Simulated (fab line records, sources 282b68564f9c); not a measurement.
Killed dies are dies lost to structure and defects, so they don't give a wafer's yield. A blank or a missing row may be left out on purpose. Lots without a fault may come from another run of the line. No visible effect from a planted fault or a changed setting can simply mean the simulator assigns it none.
Which tool is to blame? + flow rit_cmos + 42 wafers from 14 lots sampled at 5 of the route's 202 steps

## WHAT THE GAUGES SHOWED, per wafer
RIT_PRETRO_OVL_MEAS_06.
| lot  | measured    | on         | PRETRO_OVL (nm) |
|------|-------------|------------|-----------------|
| L258 | day 2 07:19 | overlay-02 | 0.5 1.1 -0.9    |
| L261 | day 2 21:47 | overlay-02 | 2.0 2.6 2.9     |
| L262 | day 3 03:37 | overlay-01 | 0.4 0.3 -0.9    |
| L263 | day 3 09:57 | overlay-02 | 0.7 2.0 1.5     |
| L264 | day 3 14:34 | overlay-01 | 2.8 4.8 1.2     |
| L265 | day 3 19:11 | overlay-02 | 3.8 2.2 2.2     |
| L267 | day 4 05:52 | overlay-01 | -1.7 -0.7 -0.1  |
| L272 | day 5 05:59 | overlay-02 | 3.2 1.7 2.2     |
| L273 | day 5 11:31 | overlay-01 | 2.4 1.6 2.4     |
| L275 | day 5 19:49 | overlay-01 | 3.1 2.7 2.0     |
| L276 | day 6 01:21 | overlay-01 | 0.3 3.7 2.6     |
| L277 | day 6 06:05 | overlay-02 | 1.2 1.2 1.0     |
| L279 | day 6 15:41 | overlay-02 | -0.6 2.3 0.2    |
| L281 | day 7 02:01 | overlay-02 | 0.3 1.3 0.2     |

RIT_GATE_THK_MEAS_07.
| lot  | measured    | on            | GATE_OXIDE_THK (nm) |
|------|-------------|---------------|---------------------|
| L258 | day 2 09:47 | film_metro-01 | 2.98 3.06 2.99      |
| L261 | day 3 01:20 | film_metro-04 | 3.05 3.04 3.07      |
| L262 | day 3 06:06 | film_metro-03 | 3.00 3.06 3.02      |
| L263 | day 3 14:18 | film_metro-04 | 3.00 2.96 3.08      |
| L264 | day 3 20:29 | film_metro-01 | 3.12 3.11 3.18      |
| L265 | day 3 21:49 | film_metro-03 | 3.03 3.07 2.95      |
| L267 | day 4 10:49 | film_metro-04 | 2.92 2.92 2.98      |
| L272 | day 5 08:28 | film_metro-03 | 2.98 3.02 3.03      |
| L273 | day 5 15:57 | film_metro-04 | 3.08 3.02 3.07      |
| L275 | day 5 22:17 | film_metro-04 | 3.06 3.01 3.08      |
| L276 | day 6 04:42 | film_metro-01 | 3.08 3.09 3.01      |
| L277 | day 6 09:40 | film_metro-01 | 3.05 3.07 3.10      |
| L279 | day 6 19:38 | film_metro-01 | 3.10 3.10 3.14      |
| L281 | day 7 05:00 | film_metro-01 | 3.03 3.00 2.97      |

RIT_NSD_OVL_MEAS_06.
| lot  | measured    | on         | NSD_OVL (nm)   |
|------|-------------|------------|----------------|
| L258 | day 3 00:20 | overlay-02 | -0.6 -1.3 -0.4 |
| L261 | day 3 14:04 | overlay-02 | 3.2 2.7 2.1    |
| L262 | day 3 20:15 | overlay-02 | 1.4 -0.3 -1.2  |
| L263 | day 4 07:00 | overlay-02 | -1.3 -2.2 -0.7 |
| L264 | day 4 12:09 | overlay-01 | -1.0 0.5 -1.0  |
| L265 | day 4 12:30 | overlay-02 | -0.9 -2.7 -0.7 |
| L267 | day 5 00:38 | overlay-02 | -1.9 -2.5 -2.0 |
| L272 | day 5 22:15 | overlay-02 | -1.8 -0.6 -1.8 |
| L273 | day 6 06:21 | overlay-01 | -1.4 -0.4 -2.5 |
| L275 | day 6 11:41 | overlay-01 | -0.5 -1.3 -1.8 |
| L276 | day 6 17:56 | overlay-01 | 0.3 -1.9 -1.8  |
| L277 | day 6 22:41 | overlay-02 | -0.3 0.7 2.0   |
| L279 | day 7 08:44 | overlay-02 | 0.6 0.6 0.8    |
| L281 | day 7 18:23 | overlay-01 | 0.8 0.9 -1.6   |

RIT_SDANNEAL_RS_MEAS_06: measurement is done with a four-point probe.
| lot  | measured    | on            | PLDD_RS (ohm/sq)  |
|------|-------------|---------------|-------------------|
| L258 | day 3 02:59 | film_metro-01 | 178.5 178.3 178.6 |
| L261 | day 3 16:52 | film_metro-01 | 178.0 178.3 178.4 |
| L262 | day 3 22:55 | film_metro-01 | 179.5 179.2 179.0 |
| L263 | day 4 09:41 | film_metro-01 | 179.1 178.8 178.6 |
| L264 | day 4 15:03 | film_metro-01 | 178.7 178.7 178.7 |
| L265 | day 4 15:18 | film_metro-02 | 178.0 178.1 178.0 |
| L267 | day 5 03:17 | film_metro-03 | 184.6 184.9 184.3 |
| L272 | day 6 01:02 | film_metro-03 | 184.1 184.3 184.5 |
| L273 | day 6 09:11 | film_metro-02 | 179.0 178.7 178.8 |
| L275 | day 6 14:39 | film_metro-03 | 178.1 178.3 178.5 |
| L276 | day 6 20:36 | film_metro-02 | 179.1 178.8 178.9 |
| L277 | day 7 01:30 | film_metro-02 | 179.0 178.7 178.8 |
| L279 | day 7 11:25 | film_metro-02 | 178.9 178.9 178.7 |
| L281 | day 7 21:03 | film_metro-02 | 178.2 178.4 177.9 |

## TOOL THAT RAN EACH LOT (tool first, then ch and the chambers of the sampled wafers, then the start)
| lot  | RIT_PLDD_IMPLANT_08            |
|------|--------------------------------|
| L258 | implanter-04 ch 0, day 2 20:35 |
| L261 | implanter-01 ch 0, day 3 10:22 |
| L262 | implanter-02 ch 0, day 3 16:01 |
| L263 | implanter-04 ch 0, day 4 01:50 |
| L264 | implanter-02 ch 0, day 4 08:17 |
| L265 | implanter-04 ch 0, day 4 08:40 |
| L267 | implanter-04 ch 0, day 4 20:18 |
| L272 | implanter-04 ch 0, day 5 18:22 |
| L273 | implanter-01 ch 0, day 6 02:21 |
| L275 | implanter-02 ch 0, day 6 07:41 |
| L276 | implanter-01 ch 0, day 6 14:11 |
| L277 | implanter-02 ch 0, day 6 18:52 |
| L279 | implanter-02 ch 0, day 7 04:54 |
| L281 | implanter-02 ch 0, day 7 14:31 |
- RIT_PLDD_IMPLANT_08

## WHAT THE TOOLS THEMSELVES READ (means of the sampled wafers that have a number; where no wafer has one, the mark that the record gives instead)
RIT_PLDD_IMPLANT_08.
| lot  | tool         | beam_on_s (s) | dose_ions_cm2 | end_station_pressure_torr (Torr) |
|------|--------------|---------------|---------------|----------------------------------|
| L258 | implanter-04 | 10.15         | 9.000e+14     | 7.2e-06                          |
| L261 | implanter-01 | 10.11         | 8.988e+14     | 7.3e-06                          |
| L262 | implanter-02 | 9.88          | 9.002e+14     | 7.1e-06                          |
| L263 | implanter-04 | 10.02         | 8.998e+14     | 7.4e-06                          |
| L264 | implanter-02 | 9.90          | 8.999e+14     | 7.3e-06                          |
| L265 | implanter-04 | 10.17         | 9.000e+14     | 7.2e-06                          |
| L267 | implanter-04 | 9.79          | 8.491e+14     | 7.3e-06                          |
| L272 | implanter-04 | 10.01         | 8.485e+14     | 7.0e-06                          |
| L273 | implanter-01 | 10.22         | 8.996e+14     | 7.0e-06                          |
| L275 | implanter-02 | 10.07         | 8.994e+14     | 7.5e-06                          |
| L276 | implanter-01 | 10.13         | 9.004e+14     | 7.0e-06                          |
| L277 | implanter-02 | 10.03         | 9.004e+14     | 7.4e-06                          |
| L279 | implanter-02 | 9.98          | 9.001e+14     | 7.2e-06                          |
| L281 | implanter-02 | 10.02         | 8.999e+14     | 7.3e-06                          |

## THE ANSWER, worked out from the rows above alone
Rule: the lots themselves supply what counts as usual. The widest of any qualifying gaps counts: lots, ordered by their means at a reading, are off when they make up no more than a third of the lots, leave a main group of 4 or more, and stand apart from it by 3 or more times the standard deviation of that group's means. A main group is skipped when, at the precision printed for the reading in the tables above, its means are all equal. A lot without any number at a reading at which 4 lots or more have one is off too. Any other lot the step has rows for is counted as sound. The gauges are gone through in route order, then the tools' own readings, and for those a lot's mean is taken as printed above. At the first step where some lot is off, the reading lying furthest off is the one used; lots without a number count as furthest.
Off: at RIT_SDANNEAL_RS_MEAS_06 (PLDD_RS), L267, L272. For the main group the mean is 178.6 ohm/sq and the standard deviation 0.35.
If a tool, at a process step before that reading, ran all the lots that are off and no sound lot after the first of them, it fits. The gauges at RIT_SDANNEAL_RS_MEAS_06 aren't tried: what is off there is off at RIT_PLDD_IMPLANT_08 too, on other tools, and a gauge's error can't cause that. One candidate fits, namely implanter-04 at RIT_PLDD_IMPLANT_08. A fault onset in the window from L265 (day 4 08:40, its last sound lot) to L267 (day 4 20:18, its first lot off) fits.
On the lots that are off, the tool's own readings at RIT_PLDD_IMPLANT_08 differ by more than 5 times the standard deviation of the sound lots' means, which bears it out; dose_ions_cm2 reads 8.488e+14 there versus 8.999e+14 on the sound lots.

## WHAT THE SIMULATOR HAD PUT IN
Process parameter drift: implanter-04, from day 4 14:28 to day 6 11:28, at RIT_PLDD_IMPLANT_08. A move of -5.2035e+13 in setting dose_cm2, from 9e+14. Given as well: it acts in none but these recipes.
Struck lots among those shown: L267, L272. The rule given above showed the same thing.
